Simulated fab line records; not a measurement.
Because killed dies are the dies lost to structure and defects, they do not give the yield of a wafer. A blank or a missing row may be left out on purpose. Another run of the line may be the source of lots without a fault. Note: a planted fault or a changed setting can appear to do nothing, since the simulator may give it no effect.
fab line records | flow rit-cmos
record: lots: 15 | wafers: 45 | last-day: 7
route steps=202 shown CONTACT@183 M1@202
lots with no fault: from the same line, run without faults
start-h: hours from the record's first day to the start of the lot's first wafer shown | wait-h: hours since the lot's step before | " identical to the entry in the row above | L1.1+2: several wafers, shown together as one row | - either no value or no given start | * or withheld: withheld | < > ~ a bound
route shown NAME@n: a module of which the file shows steps, and the number in the route of the first | usual: average and standard deviation across the fault-free wafers | same: alike in all rows | chamber/n: place in a boat | sites: per-site readings | _std_site: the standard deviation of these | _edge_site: mean of outer sites minus mean of inner sites | radius-mm: how far each site lies from the wafer's centre | mask NAME#n: copy n | behind: the most recent tool/chamber to have shaped the wafer | hold: cause of the lot's hold/its duration in hours/its outcome | device: the transistor (n, p or np) that didn't switch | end of line: tests run on the same wafers once the route is complete | a step with no rows: only its recipe | killed: not the wafer's yield, but the dies lost to structure and defects at the first sort | map: dies across one wafer; x = killed, . = not, _ = none there
set.NAME: the setting that was run; set.NAME@STEP: the one run at that earlier step | model.NAME: the simulator's own value behind a step, which no gauge read
the route's steps for a sample of lots (tables are steps, rows are wafers)
services: a tool's chamber out of use, with start hour (start-h, from the record's first day; less than 0 if before it), hours out, and reason
== steps ==
step: RIT_CONTACT_CLEAN_14
recipe: chemistry: SC2 | mix: 3:3:50 | time-s: 600 | temp-c: 75 | dry: n2-spin
lot.wafer  | tool         | chamber | start-h | wait-h
L627.1+3+4 | wet-bench-04 | 1       | 55.22   | 0.0
L629.1+3+5 | wet-bench-02 | 2       | 62.55   | 0.0
L630.1+2+6 | wet-bench-03 | 2       | 67.45   | 0.0
L632.2+3+6 | wet-bench-04 | 2       | 79.48   | 0.0
L633.1+2+3 | wet-bench-02 | 2       | 83.01   | 0.0
L634.1+3+5 | wet-bench-02 | 0       | 87.69   | 0.0
L636.2+3+6 | wet-bench-02 | 2       | 98.45   | 0.0
L637.1+3+5 | wet-bench-03 | 3       | 103.03  | 0.0
L638.2+3+5 | wet-bench-02 | 1       | 107.34  | 0.0
L641.1+2+3 | wet-bench-04 | 2       | 123.30  | 0.0
L646.2+4+5 | wet-bench-03 | 1       | 152.95  | 0.0
L647.1+2+3 | wet-bench-03 | 2       | 157.16  | 0.0
L648.2+4+5 | wet-bench-03 | 2       | 162.27  | 0.0
L649.3+5+6 | wet-bench-02 | 1       | 164.38  | 0.0
L650.1+5+6 | wet-bench-02 | 3       | 168.62  | 0.0
step: RIT_M1_PROBE_99
usual: killed_at_M0_to_M3: 0.0/0.16 | killed-at-contacts: 0.1/0.24 | killed-at-front-end: 6.7/2.9 | killed-dies: 6.8/2.9 | killed-on-rim: 1.8/1.3 | killed-open: 3.5/1.8 | killed-short: 3.3/2.1
same: gross-dies: 264 | killed_at_M4_up: 0 | killed-at-back-side: 0 | killed-at-other: 0
lot.wafer | tool      | chamber | start-h | wait-h | hold                      | killed_at_M0_to_M3 | killed-at-contacts | killed-at-front-end | killed-dies | killed-on-rim | killed-open | killed-short
L627.1    | prober-02 | -       | 59.53   | 0.1    | -                         | 1                  | 0                  | 6                   | 7           | 2             | 3           | 4
L627.3    | prober-02 | -       | 59.63   | 0.2    | -                         | 0                  | 0                  | 10                  | 10          | 3             | 3           | 7
L627.4    | prober-02 | -       | 59.68   | 0.2    | -                         | 0                  | 0                  | 8                   | 8           | 2             | 2           | 6
L629.1    | prober-02 | -       | 66.74   | 0.1    | -                         | 0                  | 0                  | 4                   | 4           | 2             | 0           | 4
L629.3    | prober-02 | -       | 66.84   | 0.2    | -                         | 0                  | 0                  | 10                  | 10          | 4             | 6           | 3
L629.5    | prober-02 | -       | 66.94   | 0.2    | -                         | 0                  | 0                  | 5                   | 5           | 1             | 0           | 4
L630.1    | prober-01 | -       | 71.83   | 0.1    | -                         | 0                  | 0                  | 3                   | 3           | 0             | 2           | 1
L630.2    | prober-01 | -       | 71.88   | 0.1    | -                         | 0                  | 0                  | 4                   | 4           | 2             | 4           | 0
L630.6    | prober-01 | -       | 72.08   | 0.2    | -                         | 0                  | 0                  | 2                   | 2           | 1             | 2           | 0
L632.2    | prober-01 | -       | 84.35   | 0.1    | -                         | 0                  | 0                  | 6                   | 6           | 2             | 4           | 2
L632.3    | prober-01 | -       | 84.40   | 0.2    | -                         | 0                  | 0                  | 7                   | 7           | 2             | 5           | 2
L632.6    | prober-01 | -       | 84.55   | 0.2    | -                         | 0                  | 0                  | 7                   | 7           | 2             | 5           | 2
L633.1    | prober-02 | -       | 87.25   | 0.1    | -                         | 0                  | 0                  | 4                   | 4           | 1             | 3           | 1
L633.2    | prober-02 | -       | 87.30   | 0.1    | -                         | 0                  | 0                  | 11                  | 11          | 2             | 3           | 8
L633.3    | prober-02 | -       | 87.35   | 0.2    | -                         | 0                  | 0                  | 4                   | 4           | 1             | 1           | 3
L634.1    | prober-01 | -       | 92.07   | 0.1    | -                         | 0                  | 0                  | 8                   | 8           | 2             | 2           | 6
L634.3    | prober-01 | -       | 92.17   | 0.2    | -                         | 0                  | 0                  | 12                  | 12          | 4             | 6           | 6
L634.5    | prober-01 | -       | 92.27   | 0.2    | -                         | 0                  | 0                  | 3                   | 3           | 2             | 2           | 1
L636.2    | prober-01 | -       | 102.94  | 0.1    | -                         | 0                  | 0                  | 5                   | 5           | 0             | 1           | 4
L636.3    | prober-01 | -       | 102.99  | 0.2    | -                         | 0                  | 0                  | 5                   | 5           | 2             | 3           | 2
L636.6    | prober-01 | -       | 103.14  | 0.2    | -                         | 0                  | 0                  | 5                   | 5           | 3             | 2           | 3
L637.1    | prober-02 | -       | 108.95  | 0.1    | -                         | 0                  | 0                  | 2                   | 2           | 0             | 0           | 2
L637.3    | prober-02 | -       | 109.05  | 0.2    | -                         | 0                  | 0                  | 8                   | 8           | 1             | 4           | 4
L637.5    | prober-02 | -       | 109.15  | 0.2    | -                         | 0                  | 0                  | 8                   | 8           | 4             | 6           | 2
L638.2    | prober-01 | -       | 112.15  | 0.1    | -                         | 0                  | 0                  | 5                   | 5           | 3             | 4           | 1
L638.3    | prober-01 | -       | 112.20  | 0.2    | -                         | 0                  | 0                  | 9                   | 9           | 2             | 4           | 5
L638.5    | prober-01 | -       | 112.30  | 0.2    | -                         | 0                  | 0                  | 12                  | 12          | 2             | 8           | 4
L641.1    | prober-02 | -       | 129.20  | 0.1    | -                         | 0                  | 0                  | 4                   | 4           | 0             | 2           | 2
L641.2    | prober-02 | -       | 129.25  | 0.1    | -                         | 0                  | 0                  | 9                   | 9           | 2             | 3           | 6
L641.3    | prober-02 | -       | 129.30  | 0.2    | -                         | 0                  | 0                  | 5                   | 5           | 1             | 3           | 2
L646.2    | prober-02 | -       | 157.41  | 0.1    | await-dispo/2.4h/release  | 0                  | 39                 | 2                   | 41          | 1             | 2           | 0
L646.4    | prober-02 | -       | 157.51  | 0.2    | await-dispo/2.4h/release  | 0                  | 35                 | 13                  | 48          | 5             | 9           | 5
L646.5    | prober-02 | -       | 157.56  | 0.2    | await-dispo/2.4h/release  | 0                  | 39                 | 3                   | 42          | 0             | 2           | 1
L647.1    | prober-01 | -       | 161.42  | 0.1    | await-dispo/11.3h/release | 0                  | 31                 | 6                   | 37          | 12            | 2           | 4
L647.2    | prober-01 | -       | 161.47  | 0.1    | await-dispo/11.3h/release | 0                  | 33                 | 4                   | 37          | 10            | 2           | 2
L647.3    | prober-01 | -       | 161.52  | 0.2    | await-dispo/11.3h/release | 0                  | 37                 | 4                   | 41          | 10            | 3           | 1
L648.2    | prober-02 | -       | 166.59  | 0.1    | await-dispo/2.5h/release  | 0                  | 29                 | 5                   | 34          | 10            | 4           | 1
L648.4    | prober-02 | -       | 166.69  | 0.2    | await-dispo/2.5h/release  | 0                  | 29                 | 13                  | 42          | 11            | 6           | 7
L648.5    | prober-02 | -       | 166.74  | 0.2    | await-dispo/2.5h/release  | 0                  | 35                 | 8                   | 43          | 12            | 4           | 4
L649.3    | prober-02 | -       | 168.77  | 0.2    | -                         | 0                  | 1                  | 7                   | 8           | 2             | 3           | 5
L649.5    | prober-02 | -       | 168.87  | 0.2    | -                         | 0                  | 0                  | 6                   | 6           | 1             | 4           | 2
L649.6    | prober-02 | -       | 168.92  | 0.2    | -                         | 1                  | 0                  | 8                   | 9           | 2             | 4           | 5
L650.1    | prober-01 | -       | 173.51  | 0.1    | -                         | 0                  | 0                  | 8                   | 8           | 3             | 4           | 4
L650.5    | prober-01 | -       | 173.71  | 0.2    | -                         | 0                  | 0                  | 4                   | 4           | 2             | 1           | 3
L650.6    | prober-01 | -       | 173.76  | 0.2    | -                         | 0                  | 0                  | 4                   | 4           | 0             | 3           | 1
killed by level:class
L627.1 GATE:geometric-particle:short=2 FOX2:geometric-particle:short=1 FOX2:geometric-particle:open=1 GATE:geometric-particle:open=1 SILICIDE:geometric-particle:open=1 M1:geometric-particle:short=1
L627.3 GATE:geometric-particle:short=3 FOX1:geometric-particle:short=1 FOX2:geometric-particle:short=1 GATE:geometric-particle:open=1 REOX:geometric-particle:short=1 SPACER:geometric-particle:short=1 SPACER:geometric-particle:open=1 SILICIDE:geometric-particle:open=1
L627.4 GATE:geometric-particle:short=3 FOX2:geometric-particle:open=1 FOX2:geometric-particle:short=1 REOX:geometric-particle:short=1 SPACER:geometric-particle:short=1 SPACER:geometric-particle:open=1
L629.1 GATE:geometric-particle:short=2 REOX:geometric-particle:short=1 SPACER:geometric-particle:short=1
L629.3 GATE:geometric-particle:open=4 FOX2:geometric-particle:short=1 GATE:geometric-particle:short=1 REOX:geometric-particle:open=1 REOX:geometric-particle:short=1 SILICIDE:geometric-particle:open=1 PWELL:coat-microbubble-printed=1
L629.5 FOX2:geometric-particle:short=2 REOX:geometric-particle:short=1 SILICIDE:geometric-particle:short=1 PWELL:coat-microbubble-printed=1
L630.1 GATE:geometric-particle:open=1 SPACER:geometric-particle:open=1 SILICIDE:geometric-particle:short=1
L630.2 GATE:geometric-particle:open=2 FOX1:geometric-particle:open=1 SILICIDE:geometric-particle:open=1
L630.6 SPACER:geometric-particle:open=1 SILICIDE:geometric-particle:open=1
L632.2 REOX:geometric-particle:open=2 SILICIDE:geometric-particle:open=2 FOX1:geometric-particle:short=1 GATE:geometric-particle:short=1
L632.3 REOX:geometric-particle:open=2 SILICIDE:geometric-particle:open=2 FOX1:geometric-particle:short=1 GATE:geometric-particle:short=1 SPACER:geometric-particle:open=1
L632.6 GATE:geometric-particle:open=3 FOX1:geometric-particle:short=1 FOX1:geometric-particle:open=1 REOX:geometric-particle:open=1 REOX:geometric-particle:short=1
L633.1 FOX2:geometric-particle:open=1 GATE:geometric-particle:short=1 GATE:geometric-particle:open=1 REOX:geometric-particle:open=1
L633.2 GATE:geometric-particle:short=5 GATE:geometric-particle:open=2 FOX1:geometric-particle:short=1 REOX:geometric-particle:short=1 REOX:geometric-particle:open=1 SILICIDE:geometric-particle:short=1
L633.3 FOX1:geometric-particle:short=1 GATE:geometric-particle:open=1 REOX:geometric-particle:short=1 SILICIDE:geometric-particle:short=1
L634.1 GATE:geometric-particle:short=3 REOX:geometric-particle:open=2 REOX:geometric-particle:short=1 SPACER:geometric-particle:short=1 SILICIDE:geometric-particle:short=1
L634.3 GATE:geometric-particle:short=4 GATE:geometric-particle:open=3 REOX:geometric-particle:open=2 FOX1:geometric-particle:open=1 FOX1:geometric-particle:short=1 SPACER:geometric-particle:short=1
L634.5 REOX:geometric-particle:open=1 SPACER:geometric-particle:short=1 SILICIDE:geometric-particle:open=1
L636.2 GATE:geometric-particle:short=2 FOX1:geometric-particle:short=1 GATE:geometric-particle:open=1 SPACER:geometric-particle:short=1
L636.3 FOX1:geometric-particle:open=1 GATE:geometric-particle:short=1 REOX:geometric-particle:open=1 SPACER:geometric-particle:open=1 SPACER:geometric-particle:short=1
L636.6 GATE:geometric-particle:short=3 REOX:geometric-particle:open=1 SPACER:geometric-particle:open=1
L637.1 REOX:geometric-particle:short=2
L637.3 FOX1:geometric-particle:short=2 GATE:geometric-particle:open=2 SPACER:geometric-particle:short=2 FOX1:geometric-particle:open=1 SPACER:geometric-particle:open=1
L637.5 GATE:geometric-particle:open=3 FOX1:geometric-particle:short=1 FOX1:geometric-particle:open=1 FOX2:geometric-particle:open=1 REOX:geometric-particle:short=1 SPACER:geometric-particle:open=1
L638.2 GATE:geometric-particle:open=2 REOX:geometric-particle:open=2 REOX:geometric-particle:short=1
L638.3 GATE:geometric-particle:open=3 GATE:geometric-particle:short=2 REOX:geometric-particle:short=1 SPACER:geometric-particle:open=1 SPACER:geometric-particle:short=1 SILICIDE:geometric-particle:short=1
L638.5 GATE:geometric-particle:open=4 GATE:geometric-particle:short=2 REOX:geometric-particle:open=2 SPACER:geometric-particle:open=2 REOX:geometric-particle:short=1 SILICIDE:geometric-particle:short=1
L641.1 GATE:geometric-particle:short=1 GATE:geometric-particle:open=1 REOX:geometric-particle:short=1 SPACER:geometric-particle:open=1
L641.2 REOX:geometric-particle:open=2 SPACER:geometric-particle:short=2 FOX1:geometric-particle:short=1 FOX2:geometric-particle:short=1 GATE:geometric-particle:short=1 REOX:geometric-particle:short=1 SILICIDE:geometric-particle:open=1
L641.3 GATE:geometric-particle:open=2 GATE:geometric-particle:short=1 REOX:geometric-particle:open=1 SPACER:geometric-particle:short=1
L646.2 CONTACT:unspecified=39 GATE:geometric-particle:open=2
L646.4 CONTACT:unspecified=34 GATE:geometric-particle:short=3 GATE:geometric-particle:open=3 FOX1:geometric-particle:open=2 FOX1:geometric-particle:short=1 FOX2:geometric-particle:short=1 FOX2:geometric-particle:open=1 SPACER:geometric-particle:open=1
L646.5 CONTACT:unspecified=39 GATE:geometric-particle:open=2 GATE:geometric-particle:short=1
L647.1 CONTACT:unspecified=31 FOX1:geometric-particle:short=1 FOX1:geometric-particle:open=1 GATE:geometric-particle:short=1 GATE:geometric-particle:open=1 REOX:geometric-particle:short=1 SPACER:geometric-particle:short=1
L647.2 CONTACT:unspecified=33 GATE:geometric-particle:short=1 GATE:geometric-particle:open=1 SILICIDE:geometric-particle:short=1 SILICIDE:geometric-particle:open=1
L647.3 CONTACT:unspecified=37 FOX1:geometric-particle:open=2 FOX1:geometric-particle:short=1 GATE:geometric-particle:open=1
L648.2 CONTACT:unspecified=29 SILICIDE:geometric-particle:open=2 FOX1:geometric-particle:open=1 REOX:geometric-particle:short=1 SPACER:geometric-particle:open=1
L648.4 CONTACT:unspecified=29 GATE:geometric-particle:short=4 REOX:geometric-particle:open=3 FOX1:geometric-particle:short=2 FOX1:geometric-particle:open=1 GATE:geometric-particle:open=1 REOX:geometric-particle:short=1 SPACER:geometric-particle:open=1
L648.5 CONTACT:unspecified=35 GATE:geometric-particle:open=3 SILICIDE:geometric-particle:short=2 FOX1:geometric-particle:short=1 GATE:geometric-particle:short=1 REOX:geometric-particle:open=1
L649.3 GATE:geometric-particle:short=3 GATE:geometric-particle:open=2 REOX:geometric-particle:open=1 SPACER:geometric-particle:short=1 CONTACT:geometric-particle:short=1
L649.5 GATE:geometric-particle:open=3 GATE:geometric-particle:short=1 SPACER:geometric-particle:short=1 SPACER:geometric-particle:open=1
L649.6 FOX1:geometric-particle:short=3 GATE:geometric-particle:short=2 GATE:geometric-particle:open=2 SPACER:geometric-particle:open=1 M1:geometric-particle:open=1
L650.1 GATE:geometric-particle:open=4 REOX:geometric-particle:short=2 GATE:geometric-particle:short=1 SPACER:geometric-particle:short=1
L650.5 FOX1:geometric-particle:short=1 GATE:geometric-particle:short=1 REOX:geometric-particle:open=1 REOX:geometric-particle:short=1
L650.6 FOX2:geometric-particle:open=1 GATE:geometric-particle:open=1 GATE:geometric-particle:short=1 REOX:geometric-particle:open=1
== services ==
tool         | chamber | start-h | hours | kind
wet-bench-04 | -       | 98.42   | 3.7   | repair
wet-bench-02 | -       | 157.90  | 4.2   | repair
wet-bench-04 | -       | 158.48  | 1.9   | repair
== key ==
first-sign: step: RIT_M1_PROBE_99 | reading: killed-at-contacts | direction: up | sigmas: 34 | usual: 0.1 | struck: 34.1
effect: step: RIT_M1_PROBE_99 | reading: killed-dies | direction: up | sigmas: 12 | usual: 6.8 | struck: 40.6
met-at RIT_CONTACT_CLEAN_14
struck-lots L646,L647,L648
tester-left-out L646,L647,L648
onset-between 103.03 152.95
fault: kind: chamber-particle-source | tool: wet-bench-03 | chamber: - | onset-h: 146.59 | steps: RIT_CONTACT_CLEAN_14 | rate-per-visit-cm2: 1.6107 | end-h: 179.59
tester-left-out: of these lots the tester's yield and bins aren't shown, on N5 and GAA mostly nor the transistor test; their killed dies are dies lost to structure and defects alone, not to doping, threshold or leakage, so they don't give the yield
